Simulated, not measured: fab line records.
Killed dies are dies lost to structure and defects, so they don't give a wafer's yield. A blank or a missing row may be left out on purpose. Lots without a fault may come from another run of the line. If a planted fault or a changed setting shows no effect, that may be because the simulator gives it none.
fab line records	flow berkeley_cmos170
[record] lots = 6	wafers = 18	last_day = 13
route steps=331 shown SDANNEAL@205 PSD@206 NSD@207 PLDD@208 NLDD@209 SILICIDE@210 CONTACT@216
lots with no fault: from the same line, run without faults
start_h: hours from the record's opening day to when the first of the lot's shown wafers began	wait_h: time in hours since the lot's previous step	" repeats the value in the row above	L1.1+2: a single row standing in for several wafers	- no value, or no start was given	* or withheld: withheld	< > ~ a bound
route shown NAME@n: NAME is a module with steps in the file, n the number in the route of the first one	usual: mean/standard deviation taken from wafers without a fault	same: alike in all rows	chamber/n: place in a boat	sites: readings site by site	_std_site: their standard deviation	_edge_site: the outer-site mean with the inner-site mean subtracted	radius_mm: how far each site lies from the wafer's centre	mask NAME#n: copy n	behind: the most recent tool/chamber to have shaped the wafer	hold: reason for holding the lot/hours on hold/outcome of the hold	device: the transistor (n, p or np) that didn't switch	end of line: the route-end tests of the same wafers	for a step that has no rows: nothing shown but its recipe	killed: at the first sort, the dies lost to defects and structure; wafer yield is something else	map: a wafer's dies, marking killed ones x, the rest . and places with no die _
set.NAME: the run value of the setting; set.NAME@STEP: its run value at that earlier step	model.NAME: the simulator's own value behind a step, which no gauge read
lots seen at some steps along the route; tables by step, rows by wafer
services: a tool's chamber out of use, with start hour (start_h, from the record's first day; less than 0 if before it), hours out, and reason
[[steps]]
[step UCB170_SDANNEAL_RTA_01]
[recipe] temp_c = 1050	time_s = 5	ambient = N2
[usual] lamp_power_pct = 36.7/2.4	wafer_temp_C_max = 1053.9/1.1
lot.wafer	tool	chamber	start_h	wait_h	lamp_power_pct	wafer_temp_C_max
L594.1	rtp_anneal-01	0	216.42	0.1	34.0	1053.3
L594.3	"	0	"	"	34.0	1052.9
L594.5	"	0	"	"	34.1	1053.8
L595.1	rtp_anneal-02	0	216.74	0.1	38.9	1052.6
L595.2	"	0	"	"	39.0	1054.3
L595.6	"	0	"	"	39.0	1053.7
L598.2	rtp_anneal-02	0	226.70	0.1	38.9	1054.7
L598.4	"	0	"	"	39.0	1054.1
L598.6	"	0	"	"	38.9	1053.6
L603.2	rtp_anneal-02	0	264.00	0.1	38.9	1055.0
L603.4	"	0	"	"	38.9	1054.6
L603.6	"	0	"	"	38.9	1054.3
L606.1	rtp_anneal-02	0	269.75	0.1	38.9	1053.9
L606.5	"	0	"	"	38.9	1053.1
L606.6	"	0	"	"	38.9	1054.3
L607.2	rtp_anneal-01	0	278.95	0.1	34.0	1052.1
L607.4	"	0	"	"	34.0	1052.8
L607.5	"	0	"	"	34.0	1052.1
[step UCB170_SDANNEAL_RS_MEAS_02]
[recipe] thk_meas_gauge = four-point-probe
[usual] PSD_RS = 75.5/0.32
lot.wafer	tool	chamber	start_h	wait_h	PSD_RS[ohm/sq]
L594.1	film_metro-04	-	216.86	0.4	75.2
L594.3	"	-	"	"	75.4
L594.5	"	-	"	"	75.4
L595.1	film_metro-02	-	217.14	0.4	75.2
L595.2	"	-	"	"	75.6
L595.6	"	-	"	"	75.5
L598.2	film_metro-02	-	226.76	0.1	75.6
L598.4	"	-	"	"	75.3
L598.6	"	-	"	"	75.3
L603.2	film_metro-04	-	264.12	0.1	75.4
L603.4	"	-	"	"	75.0
L603.6	"	-	"	"	75.1
L606.1	film_metro-04	-	269.81	0.0	75.4
L606.5	"	-	"	"	75.4
L606.6	"	-	"	"	75.3
L607.2	film_metro-01	-	279.01	0.1	75.8
L607.4	"	-	"	"	76.0
L607.5	"	-	"	"	75.8
[step UCB170_SDANNEAL_RS_MEAS_03]
[recipe] thk_meas_gauge = four-point-probe
[usual] NSD_RS = 37.23/0.092
lot.wafer	tool	chamber	start_h	wait_h	NSD_RS[ohm/sq]
L594.1	film_metro-04	-	216.98	0.1	37.18
L594.3	"	-	"	"	37.14
L594.5	"	-	"	"	37.19
L595.1	film_metro-02	-	217.26	0.1	37.28
L595.2	"	-	"	"	37.32
L595.6	"	-	"	"	37.35
L598.2	film_metro-02	-	226.88	0.1	37.31
L598.4	"	-	"	"	37.34
L598.6	"	-	"	"	37.28
L603.2	film_metro-04	-	264.24	0.1	37.21
L603.4	"	-	"	"	37.05
L603.6	"	-	"	"	37.17
L606.1	film_metro-04	-	269.93	0.1	37.29
L606.5	"	-	"	"	37.34
L606.6	"	-	"	"	37.16
L607.2	film_metro-01	-	279.13	0.1	37.28
L607.4	"	-	"	"	37.30
L607.5	"	-	"	"	37.36
[step UCB170_SDANNEAL_RS_MEAS_04]
[recipe] thk_meas_gauge = four-point-probe
[usual] PLDD_RS = 1030.0/2.7
lot.wafer	tool	chamber	start_h	wait_h	PLDD_RS[ohm/sq]
L594.1	film_metro-04	-	217.10	0.1	1030.1
L594.3	"	-	"	"	1029.2
L594.5	"	-	"	"	1027.5
L595.1	film_metro-02	-	217.38	0.1	1039.4
L595.2	"	-	"	"	1035.6
L595.6	"	-	"	"	1036.3
L598.2	film_metro-02	-	227.00	0.1	1030.5
L598.4	"	-	"	"	1031.9
L598.6	"	-	"	"	1028.2
L603.2	film_metro-04	-	264.36	0.1	1033.4
L603.4	"	-	"	"	1032.7
L603.6	"	-	"	"	1030.5
L606.1	film_metro-04	-	270.05	0.1	1026.4
L606.5	"	-	"	"	1026.1
L606.6	"	-	"	"	1027.3
L607.2	film_metro-01	-	279.25	0.1	1028.0
L607.4	"	-	"	"	1030.1
L607.5	"	-	"	"	1029.0
[step UCB170_SDANNEAL_RS_MEAS_05]
[recipe] thk_meas_gauge = four-point-probe
[usual] NLDD_RS = 615.8/1.4
lot.wafer	tool	chamber	start_h	wait_h	NLDD_RS[ohm/sq]
L594.1	film_metro-04	-	217.22	0.1	616.1
L594.3	"	-	"	"	616.1
L594.5	"	-	"	"	615.4
L595.1	film_metro-02	-	217.50	0.1	615.4
L595.2	"	-	"	"	615.6
L595.6	"	-	"	"	616.6
L598.2	film_metro-02	-	227.12	0.1	616.4
L598.4	"	-	"	"	616.0
L598.6	"	-	"	"	614.1
L603.2	film_metro-04	-	264.48	0.1	617.3
L603.4	"	-	"	"	615.8
L603.6	"	-	"	"	616.1
L606.1	film_metro-04	-	270.17	0.1	617.2
L606.5	"	-	"	"	618.0
L606.6	"	-	"	"	618.4
L607.2	film_metro-01	-	279.37	0.1	615.2
L607.4	"	-	"	"	615.0
L607.5	"	-	"	"	613.8
[step UCB170_SILICIDE_PRE_CLEAN_00]
[recipe] gas = Ar	preclean_etch_time_s = 60
[step UCB170_SILICIDE_SPUTTER_01]
[recipe] material = Ti	target_thk_nm = 30	time_s = 25	power_w = 1500	chamber_pressure_pa = 0.5
[usual] throttle_valve_pct = 29.8/1.1
lot.wafer	tool	chamber	start_h	wait_h	throttle_valve_pct
L594.1	pvd_sputter-04	-	217.41	0.0	28.6
L594.3	"	-	"	"	29.7
L594.5	"	-	"	"	29.8
L595.1	pvd_sputter-03	-	217.69	0.0	28.7
L595.2	"	-	"	"	31.0
L595.6	"	-	"	"	31.4
L598.2	pvd_sputter-04	-	227.29	0.0	30.7
L598.4	"	-	"	"	29.5
L598.6	"	-	"	"	29.5
L603.2	pvd_sputter-02	-	264.64	0.0	30.3
L603.4	"	-	"	"	30.8
L603.6	"	-	"	"	30.4
L606.1	pvd_sputter-02	-	270.35	0.0	30.8
L606.5	"	-	"	"	27.9
L606.6	"	-	"	"	29.7
L607.2	pvd_sputter-03	-	279.54	0.0	28.4
L607.4	"	-	"	"	31.5
L607.5	"	-	"	"	28.4
[step UCB170_SILICIDE_RS_MEAS_02]
[recipe] thk_meas_gauge = four-point-probe	reads = Ti_of_SILICIDE_SPUTTER_01
[usual] SILICIDE_TI_RS = 26.18/0.29
lot.wafer	tool	chamber	start_h	wait_h	SILICIDE_TI_RS[ohm/sq]
L594.1	film_metro-03	-	217.44	0.0	26.02
L594.3	"	-	"	"	25.93
L594.5	"	-	"	"	26.17
L595.1	film_metro-03	-	217.72	0.0	26.49
L595.2	"	-	"	"	25.95
L595.6	"	-	"	"	26.26
L598.2	film_metro-02	-	227.39	0.1	26.59
L598.4	"	-	"	"	26.28
L598.6	"	-	"	"	26.36
L603.2	film_metro-03	-	264.70	0.0	25.61
L603.4	"	-	"	"	25.94
L603.6	"	-	"	"	25.82
L606.1	film_metro-03	-	270.39	0.0	26.15
L606.5	"	-	"	"	25.74
L606.6	"	-	"	"	25.62
L607.2	film_metro-03	-	279.59	0.0	25.99
L607.4	"	-	"	"	25.83
L607.5	"	-	"	"	25.91
[step UCB170_SILICIDE_THK_MEAS_03]
[recipe] thk_meas_gauge = xrf	reads = Ti_of_SILICIDE_SPUTTER_01
[usual] SILICIDE_TI_THK = 29.7/0.3
lot.wafer	tool	chamber	start_h	wait_h	SILICIDE_TI_THK[nm]
L594.1	film_metro-03	-	217.56	0.1	30.1
L594.3	"	-	"	"	30.0
L594.5	"	-	"	"	29.8
L595.1	film_metro-03	-	217.84	0.1	29.4
L595.2	"	-	"	"	30.1
L595.6	"	-	"	"	29.7
L598.2	film_metro-02	-	227.50	0.1	29.3
L598.4	"	-	"	"	29.7
L598.6	"	-	"	"	29.4
L603.2	film_metro-03	-	264.81	0.1	30.3
L603.4	"	-	"	"	29.9
L603.6	"	-	"	"	29.8
L606.1	film_metro-03	-	270.51	0.1	29.6
L606.5	"	-	"	"	30.2
L606.6	"	-	"	"	30.1
L607.2	film_metro-03	-	279.70	0.1	29.9
L607.4	"	-	"	"	29.9
L607.5	"	-	"	"	29.9
[step UCB170_SILICIDE_RTA_04]
[recipe] temp_c = 650	time_s = 15	ambient = N2
[step UCB170_SILICIDE_WET_ETCH_05]
[recipe] chemistry = SPM	time_s = 45	temp_c = 120	target = Ti
[step UCB170_CONTACT_CLEAN_00]
[recipe] chemistry = SPM	temp_c = 120	time_s = 600
[step UCB170_CONTACT_CVD_01]
[recipe] material = PSG	target_thk_nm = 700	temp_c = 450	precursor = SiH4/O2/PH3	time_s = 2820	pressure_mtorr = 300	sih4_flow_sccm = 60	o2_flow_sccm = 90	ph3_flow_sccm = 25
[usual] pressure_mtorr = 300.0/0.71	sih4_flow_sccm = 60.03/0.16	zone_power_source_pct = 6.8/0.46
lot.wafer	tool	chamber	start_h	wait_h	pressure_mtorr	sih4_flow_sccm	zone_power_source_pct	model.PSG_of_CONTACT_CVD_01.thk_nm
L594.1	lpcvd-02	1	223.12	5.2	299.7	60.05	6.2	705.3
L594.3	"	1	"	"	300.5	60.27	6.3	702.1
L594.5	"	1	"	"	300.2	60.00	6.3	706.9
L595.1	lpcvd-02	1	223.12	5.0	299.2	59.90	6.3	701.8
L595.2	"	1	"	"	299.7	60.02	6.3	705
L595.6	"	1	"	"	299.2	59.97	6.4	699.5
L598.2	lpcvd-02	0	229.08	1.2	299.4	60.10	7.4	698.2
L598.4	"	0	"	"	298.6	59.94	7.4	693.2
L598.6	"	0	"	"	298.6	60.18	7.3	696.1
L603.2	lpcvd-02	1	265.35	0.0	450.1	60.05	6.3	857.5
L603.4	"	1	"	"	449.9	60.13	6.4	857.9
L603.6	"	1	"	"	450.5	60.10	6.3	860.5
L606.1	lpcvd-02	1	270.84	0.0	449.6	60.17	6.2	862.9
L606.5	"	1	"	"	449.2	60.15	6.3	857.3
L606.6	"	1	"	"	450.1	60.18	6.3	856
L607.2	lpcvd-01	1	280.02	0.0	300.0	60.17	6.6	710
L607.4	"	1	"	"	300.7	60.07	6.6	703.7
L607.5	"	1	"	"	299.9	59.91	6.7	698.8
[step UCB170_CONTACT_THK_MEAS_02]
[recipe] reads = PSG_of_CONTACT_CVD_01
[usual] CONTACT_PSG_THK = 700/5.9
lot.wafer	tool	chamber	start_h	wait_h	CONTACT_PSG_THK[nm]
L594.1	film_metro-03	-	224.91	0.0	705
L594.3	"	-	"	"	702
L594.5	"	-	"	"	706
L595.1	film_metro-02	-	224.91	0.0	702
L595.2	"	-	"	"	705
L595.6	"	-	"	"	699
L598.2	film_metro-03	-	230.87	0.0	699
L598.4	"	-	"	"	694
L598.6	"	-	"	"	696
L603.2	film_metro-03	-	267.15	0.0	858
L603.4	"	-	"	"	858
L603.6	"	-	"	"	861
L606.1	film_metro-02	-	272.62	0.0	862
L606.5	"	-	"	"	857
L606.6	"	-	"	"	856
L607.2	film_metro-02	-	281.82	0.0	710
L607.4	"	-	"	"	704
L607.5	"	-	"	"	699
[step UCB170_CONTACT_HMDS_03]
[recipe] prime_time_s = 60	prime_temp_c = 100
[step UCB170_CONTACT_COAT_04]
[recipe] resist = KrF	spin_rpm = 1500	resist_thk_nm = 900
[step UCB170_CONTACT_SOFTBAKE_05]
[recipe] resist = KrF	temp_c = 130	time_s = 60
[step UCB170_CONTACT_STRIP_06]
[recipe] chemistry = O2	power_w = 400	pressure_mtorr = 3500	platen_temp_c = withheld	o2_flow_sccm = 400	overash_fraction = 0.5
[usual] drypump_motor_current_A = 5.8/0.5	oes_product_au = 0.735/0.004	strip_time_to_endpoint_s = 21.99/0.059
lot.wafer	tool	chamber	start_h	wait_h	drypump_motor_current_A	oes_product_au	rf_hours_counter_h	strip_time_to_endpoint_s
L594.1	plasma_asher-01	0	225.42	0.1	5.2	0.734	52	21.96
L594.3	"	1	"	"	5.1	0.736	-	21.99
L594.5	"	1	"	"	5.1	0.744	-	22.03
L595.1	plasma_asher-04	1	225.44	0.1	5.9	0.732	52	22.04
L595.2	"	0	"	"	6.2	0.738	52	21.99
L595.6	"	1	"	"	5.9	0.735	-	22.02
L598.2	plasma_asher-01	0	231.43	0.1	5.3	0.735	53	21.94
L598.4	"	1	"	"	5.1	0.737	-	21.94
L598.6	"	0	"	"	5.3	0.732	-	21.89
L603.2	plasma_asher-01	1	267.65	0.1	5.1	0.738	57	21.96
L603.4	"	1	"	"	5.1	0.733	-	22.04
L603.6	"	0	"	"	5.2	0.728	-	22.01
L606.1	plasma_asher-02	0	273.13	0.1	6.6	0.735	18	22.20
L606.5	"	0	"	"	6.6	0.733	-	22.18
L606.6	"	1	"	"	6.1	0.736	-	22.16
L607.2	plasma_asher-04	1	282.32	0.1	5.9	0.735	59	22.03
L607.4	"	0	"	"	6.2	0.726	-	22.04
L607.5	"	0	"	"	6.2	0.735	-	21.99
[step UCB170_CONTACT_CLEAN_07]
[recipe] chemistry = SPM	temp_c = 120	time_s = 600
[step UCB170_CONTACT_RTA_08]
[recipe] temp_c = 900	time_s = 10	ambient = N2
[step UCB170_CONTACT_COAT_09]
[recipe] resist = BARC	temp_c = withheld	time_s = withheld	spin_rpm = 3000	resist_thk_nm = withheld
[step UCB170_CONTACT_COAT_10]
[recipe] resist = KrF	spin_rpm = 1500	resist_thk_nm = 900
[step UCB170_CONTACT_SOFTBAKE_11]
[recipe] resist = KrF	temp_c = 130	time_s = 60
[step UCB170_CONTACT_EXPOSE_12]
[recipe] mask_id = CONT	target_cd_nm = 700	na = 0.5	sigma_outer = 0.6	source_shape = conventional	dose_mj = 35
[step UCB170_CONTACT_PEB_13]
[recipe] peb_temp_c = 130	peb_time_s = withheld	resist = KrF
[step UCB170_CONTACT_DEVELOP_14]
[recipe] developer = TMAH	develop_time_s = 45	resist = KrF	dev_temp_c = 21
[step UCB170_CONTACT_CD_MEAS_15]
[recipe] target_cd_nm = 700
[usual] cd_nm = 700.0/1.5
lot.wafer	tool	chamber	start_h	wait_h	cd_nm
L594.1	cd_sem-02	-	227.32	-	698.4
L594.3	"	-	"	"	700.2
L594.5	"	-	"	"	699.8
L595.1	cd_sem-01	-	227.62	-	699.0
L595.2	"	-	"	"	700.2
L595.6	"	-	"	"	698.9
L598.2	cd_sem-01	-	233.76	-	697.0
L598.4	"	-	"	"	697.5
L598.6	"	-	"	"	697.1
L603.2	cd_sem-01	-	268.99	-	698.4
L603.4	"	-	"	"	699.5
L603.6	"	-	"	"	699.9
L606.1	cd_sem-01	-	276.02	-	700.8
L606.5	"	-	"	"	700.2
L606.6	"	-	"	"	700.1
L607.2	cd_sem-01	-	283.53	-	699.9
L607.4	"	-	"	"	699.7
L607.5	"	-	"	"	698.9
[step UCB170_CONTACT_OVL_MEAS_16]
[usual] CONTACT_OVL = 1/5.9
lot.wafer	tool	chamber	start_h	wait_h	CONTACT_OVL[nm]
L594.1	overlay-01	-	227.44	0.1	19
L594.3	"	-	"	"	6
L594.5	"	-	"	"	7
L595.1	overlay-02	-	227.74	0.1	7
L595.2	"	-	"	"	11
L595.6	"	-	"	"	7
L598.2	overlay-02	-	233.87	0.1	-12
L598.4	"	-	"	"	-5
L598.6	"	-	"	"	-5
L603.2	overlay-02	-	269.10	0.1	4
L603.4	"	-	"	"	3
L603.6	"	-	"	"	0
L606.1	overlay-01	-	276.14	0.1	6
L606.5	"	-	"	"	10
L606.6	"	-	"	"	0
L607.2	overlay-02	-	283.64	0.1	3
L607.4	"	-	"	"	1
L607.5	"	-	"	"	3
[step UCB170_CONTACT_ETCH_17]
[recipe] chemistry = N2/H2	target_depth_a = withheld	overetch_a = withheld	target = BARC	time_s = withheld	source_w = 500	bias_w = 100	pressure_mtorr = 30	n2_flow_sccm = 100	h2_flow_sccm = 200
[usual] drypump_motor_current_A = 5.9/0.4	oes_product_au = 0.993/0.023	throttle_valve_pct = 13.22/0.083
lot.wafer	tool	chamber	start_h	wait_h	drypump_motor_current_A	oes_product_au	throttle_valve_pct
L594.1	rie_diel-04	1	227.47	0.0	6.3	1.034	13.24
L594.3	"	2	"	"	6.2	0.995	13.11
L594.5	"	0	"	"	5.8	0.984	13.18
L595.1	rie_diel-04	1	227.78	0.0	6.3	1.051	13.24
L595.2	"	2	"	"	6.2	0.992	13.10
L595.6	"	3	"	"	5.9	0.989	13.34
L598.2	rie_diel-01	0	233.90	0.0	5.7	1.029	13.29
L598.4	"	3	"	"	6.0	0.946	13.27
L598.6	"	3	"	"	5.9	0.942	13.26
L603.2	rie_diel-01	1	269.13	0.0	6.6	0.977	13.28
L603.4	"	0	"	"	5.7	1.030	13.31
L603.6	"	2	"	"	5.0	0.990	13.23
L606.1	rie_diel-02	3	276.18	0.0	5.0	0.965	13.36
L606.5	"	0	"	"	5.6	0.987	13.15
L606.6	"	1	"	"	5.7	0.969	13.23
L607.2	rie_diel-04	2	283.67	0.0	6.1	0.989	13.12
L607.4	"	0	"	"	5.8	0.983	13.19
L607.5	"	2	"	"	6.2	0.996	13.10
[step UCB170_CONTACT_ETCH_18]
[recipe] chemistry = CHF3/CF4/Ar	target = PSG	stop_on = TiSi2	CHF3_flow_sccm = 45	cf4_flow_sccm = 15	Ar_flow_sccm = 150	pressure_mtorr = 200	rf_w = 700	target_depth_a = 8400	over_etch_frac = 0.2	time_s = 195
[usual] CHF3_flow_sccm = 44.99/0.14	drypump_motor_current_A = 5.9/0.4	oes_product_au = 0.889/0.012	throttle_valve_pct = 6.88/0.064
lot.wafer	tool	chamber	start_h	wait_h	CHF3_flow_sccm	drypump_motor_current_A	oes_product_au	rf_hours_counter_h	throttle_valve_pct	model.CONTACT.feature_depth_nm	model.etch.depth_nm
L594.1	rie_diel-04	1	-	-	44.93	6.3	0.892	15	6.87	705.3	705.3
L594.3	"	2	"	"	44.93	6.1	0.896	85	6.77	702.1	702.1
L594.5	"	0	"	"	45.00	5.8	0.899	-	6.84	706.9	706.9
L595.1	rie_diel-04	1	-	-	45.01	6.3	0.887	15	6.90	701.8	701.8
L595.2	"	2	"	"	45.09	6.2	0.899	86	6.77	705	705
L595.6	"	3	"	"	45.07	6.0	0.873	-	6.90	699.5	699.5
L598.2	rie_diel-01	0	-	-	44.98	5.7	0.900	97	6.96	698.2	698.2
L598.4	"	3	"	"	45.04	5.9	0.868	137	6.94	693.2	693.2
L598.6	"	3	"	"	45.08	5.9	0.862	-	6.93	696.1	696.1
L603.2	rie_diel-01	1	-	-	44.85	6.6	0.963	79	6.95	822.8	822.8
L603.4	"	0	"	"	45.00	5.7	1.000	-	6.94	851	851
L603.6	"	2	"	"	45.06	5.0	0.981	-	6.93	817.9	817.9
L606.1	rie_diel-02	3	-	-	45.03	4.9	0.966	5	6.99	816.6	816.6
L606.5	"	0	"	"	45.13	5.6	0.985	-	6.77	811.1	811.1
L606.6	"	1	"	"	44.89	5.8	0.979	-	6.87	843.4	843.4
L607.2	rie_diel-04	2	-	-	44.96	6.2	0.917	88	6.77	710	710
L607.4	"	0	"	"	45.02	5.8	0.896	5	6.83	703.7	703.7
L607.5	"	2	"	"	44.68	6.1	0.901	-	6.79	698.8	698.8
[step UCB170_CONTACT_STRIP_19]
[recipe] chemistry = O2	power_w = 400	pressure_mtorr = 3500	platen_temp_c = withheld	o2_flow_sccm = 400	overash_fraction = 0.5
[usual] drypump_motor_current_A = 5.8/0.51	oes_product_au = 0.725/0.0041
lot.wafer	tool	chamber	start_h	wait_h	drypump_motor_current_A	oes_product_au	rf_hours_counter_h
L594.1	plasma_asher-04	1	227.64	-	5.9	0.723	53
L594.3	"	0	"	"	6.3	0.723	-
L594.5	"	0	"	"	6.2	0.720	-
L595.1	plasma_asher-04	1	227.94	-	5.9	0.725	53
L595.2	"	0	"	"	6.2	0.726	53
L595.6	"	1	"	"	5.9	0.726	-
L598.2	plasma_asher-04	1	234.07	-	5.8	0.720	53
L598.4	"	0	"	"	6.2	0.725	-
L598.6	"	0	"	"	6.3	0.726	-
L603.2	plasma_asher-02	1	269.29	-	6.1	0.726	17
L603.4	"	0	"	"	6.6	0.721	-
L603.6	"	1	"	"	6.1	0.725	-
L606.1	plasma_asher-01	0	276.34	-	5.2	0.727	58
L606.5	"	0	"	"	5.2	0.729	-
L606.6	"	1	"	"	5.1	0.721	-
L607.2	plasma_asher-04	0	283.84	-	6.2	0.722	59
L607.4	"	0	"	"	6.3	0.725	-
L607.5	"	1	"	"	5.9	0.733	-
[[services]]
tool	chamber	start_h	hours	kind
rie_diel-04	1	202.27	11.4	repair
lpcvd-01	-	217.36	6.1	pm
rie_diel-01	-	219.33	10.5	repair
pvd_sputter-02	-	219.44	0.5	repair
lpcvd-01	-	231.19	4.3	pm
pvd_sputter-03	-	232.29	2.1	repair
plasma_asher-02	-	235.21	0.7	repair
rie_diel-01	3	252.09	-	clean
rie_diel-01	3	252.09	21.2	scheduled_down
rie_diel-01	3	252.09	21.2	vent_cycle
lpcvd-01	-	261.03	0.8	repair
rie_diel-01	1	261.74	6.7	repair
plasma_asher-01	-	274.61	1.0	repair
plasma_asher-02	-	282.68	5.2	repair
[[key]]
[first_sign] step = UCB170_CONTACT_CVD_01	reading = pressure_mtorr	direction = up	sigmas = 99+	usual = 300.0	struck = 449.9
[effect] step = UCB170_CONTACT_THK_MEAS_02	reading = CONTACT_PSG_THK	direction = up	sigmas = 27	usual = 700	struck = 859
[effect] step = UCB170_CONTACT_ETCH_18	reading = oes_product_au	direction = up	sigmas = 7.8	usual = 0.889	struck = 0.979
[model_effect] step = UCB170_CONTACT_CVD_01	value = PSG_of_CONTACT_CVD_01.thk_nm	without = 701.4	struck = 858.7
[model_effect] step = UCB170_CONTACT_ETCH_18	value = CONTACT.feature_depth_nm	without = 701.4	struck = 827.2
met_at UCB170_CONTACT_CVD_01
struck_wafers L603.2,L603.4,L603.6,L606.1,L606.5,L606.6
rows_end L603.2,L603.4,L603.6,L606.1,L606.5,L606.6
onset_between 223.12 265.35
[fault] kind = process_parameter_drift	tool = lpcvd-02	chamber = 1	onset_h = 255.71	steps = UCB170_CONTACT_CVD_01	channel = pressure_mtorr	offset = 150	shape = step	end_h = 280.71	acts_in = these_recipes_only	stated = 300
// rows_end: these wafers met a further fault down the route, and their rows from its step on are left out
